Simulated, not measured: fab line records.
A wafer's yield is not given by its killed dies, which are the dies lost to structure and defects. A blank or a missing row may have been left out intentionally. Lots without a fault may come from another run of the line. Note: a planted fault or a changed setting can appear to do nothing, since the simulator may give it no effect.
Chamber matching | flow berkeley-cmos170 | 4 sister chambers for UCB170_V2_CMP_02 on cmp-01
The step polishes SiO2. 4 wafers are shown with their chamber, then 9 later ones without.

WAFERS, EACH WITH ITS CHAMBER
wafer  | chamber | motor-current-A (A)
L160.2 | 0       | 15.6
L163.2 | 2       | 16.1
L163.3 | 3       | 16.1
L163.4 | 1       | 16.2

WAFERS WITHOUT THEIR CHAMBER
wafer  | motor-current-A (A)
L164.1 | 15.4
L164.3 | 16.9
L164.5 | 16.9
L168.1 | 15.8
L168.2 | 16.9
L168.5 | 16.1
L170.1 | 17.2
L170.2 | 15.0
L170.5 | 16.4

WHICH CHAMBER EACH WENT THROUGH
wafer  | from the rows above               | in truth
L164.1 | can't be placed: 0 or 2 or 3 or 1 | 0
L164.3 | can't be placed: 1 or 2 or 3 or 0 | 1
L164.5 | can't be placed: 1 or 2 or 3 or 0 | 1
L168.1 | can't be placed: 0 or 2 or 3 or 1 | 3
L168.2 | can't be placed: 1 or 2 or 3 or 0 | 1
L168.5 | can't be placed: 2 or 3 or 1 or 0 | 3
L170.1 | can't be placed: 1 or 2 or 3 or 0 | 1
L170.2 | can't be placed: 0 or 2 or 3 or 1 | 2
L170.5 | can't be placed: 1 or 2 or 3 or 0 | 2
0 of 9 placed correctly. From these rows, 9 cannot be placed; in 9 the true chamber is one of the candidates. Number placed wrongly: 0.
How it was worked out, from the rows above alone: a wafer's distance from a chamber is the root of the sum, over the readings, of the square of ((its reading less the chamber's mean) divided by the reading's scatter). If the next closest chamber is less than 2 further off than the closest, the wafer can't be placed; otherwise it belongs to the closest. The mean given for a chamber averages the wafers shown for that chamber. The scatter: root of mean squared gap, hidden wafer to nearest shown wafer, with one shown wafer a chamber.
